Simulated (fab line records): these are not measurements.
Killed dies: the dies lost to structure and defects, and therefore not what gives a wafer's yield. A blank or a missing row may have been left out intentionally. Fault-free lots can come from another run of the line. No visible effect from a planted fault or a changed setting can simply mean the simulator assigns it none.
Which tool did it?    flow berkeleyCmos170    42 wafers from 14 lots sampled at 2 of the route's 331 steps

WHAT EACH GAUGE READ, for each wafer
UCB170_V2_BOW_MEAS_03.
lot   measured      on            V2_BOW (um)
L991  day 7 08:53   filmMetro-03  36 38 42
L990  day 7 10:13   filmMetro-04  44 30 35
L994  day 8 19:03   filmMetro-04  30 32 39
L996  day 8 21:06   filmMetro-02  36 43 41
L993  day 8 21:27   filmMetro-03  42 41 40
L100  day 9 02:46   filmMetro-02  36 23 35
L101  day 10 02:51  filmMetro-02  39 35 37
L106  day 10 18:56  filmMetro-04  37 40 42
L104  day 10 22:49  filmMetro-02  46 39 35
L107  day 11 11:31  filmMetro-04  34 45 35
L108  day 11 13:30  filmMetro-04  32 40 40
L110  day 11 14:21  filmMetro-02  31 30 40
L112  day 11 21:16  filmMetro-02  38 38 45
L113  day 11 21:40  filmMetro-03  30 49 31

WHAT TOOL EACH LOT RAN ON (gives the tool, then ch and the chambers of the sampled wafers, and finally the start)
lot   UCB170_V2_CMP_02
L991  cmp-01 ch 1,2,3, day 7 08:39
L990  cmp-02 ch 1,2,3, day 7 09:55
L994  cmp-02 ch 0,2,3, day 8 18:51
L996  cmp-01 ch 0,1,3, day 8 20:51
L993  cmp-02 ch 0,1,2, day 8 21:07
L100  cmp-01 ch 0,2,3, day 9 02:28
L101  cmp-01 ch 2,3, day 10 02:36
L106  cmp-02 ch 0,1, day 10 18:35
L104  cmp-02 ch 2,3, day 10 22:33
L107  cmp-01 ch 1,2, day 11 11:13
L108  cmp-02 ch 1,2,3, day 11 13:12
L110  cmp-02 ch 0,2,3, day 11 14:02
L112  cmp-02 ch 0,1,2, day 11 20:58
L113  cmp-02 ch 0,1,3, day 11 21:25
- UCB170_V2_CMP_02: polishes SiO2.

WHAT THE TOOLS THEMSELVES READ (means of the sampled wafers that have a number; where no wafer has one, the mark that the record gives instead)
UCB170_V2_CMP_02.
lot   tool    edgeZonePressureFrac  motorCurrentA (A)  slurryFilterDpKPa (kPa)
L991  cmp-01  0.997                 15.1               13.54
L990  cmp-02  1.002                 15.8               13.57
L994  cmp-02  1.002                 16.1               13.53
L996  cmp-01  0.996                 16.2               13.52
L993  cmp-02  1.001                 16.3               13.49
L100  cmp-01  0.998                 15.3               13.42
L101  cmp-01  1.000                 15.1               13.52
L106  cmp-02  1.003                 15.6               13.55
L104  cmp-02  1.002                 16.9               13.52
L107  cmp-01  1.006                 14.8               13.52
L108  cmp-02  1.003                 16.1               13.48
L110  cmp-02  1.002                 16.1               13.62
L112  cmp-02  0.999                 16.0               13.52
L113  cmp-02  0.998                 15.1               13.40

THE ANSWER, worked out from the rows above alone
Rule: usual is defined by the lots themselves. Put in order of their means at a reading, lots are off if they are a third of the lots or fewer, leave a main group of 4 or more, and stand apart from it by a gap of 3 or more times the standard deviation of the main group's means; of several such gaps the widest counts. If all means in a main group match to the digits the tables above print for the reading, that group is not used. A lot without any number at a reading at which 4 lots or more have one is off too. Any other lot the step has rows for is counted as sound. Order of review: gauges by route order, followed by the tools' own readings, for which a lot's mean as printed above is used. The first step at which some lot is off is used, and at that step the reading that is off furthest; a lot without a number counts as furthest.
No lot is off on any of the readings shown, so nothing can be concluded from this.

WHAT WAS PUT IN BY THE SIMULATOR
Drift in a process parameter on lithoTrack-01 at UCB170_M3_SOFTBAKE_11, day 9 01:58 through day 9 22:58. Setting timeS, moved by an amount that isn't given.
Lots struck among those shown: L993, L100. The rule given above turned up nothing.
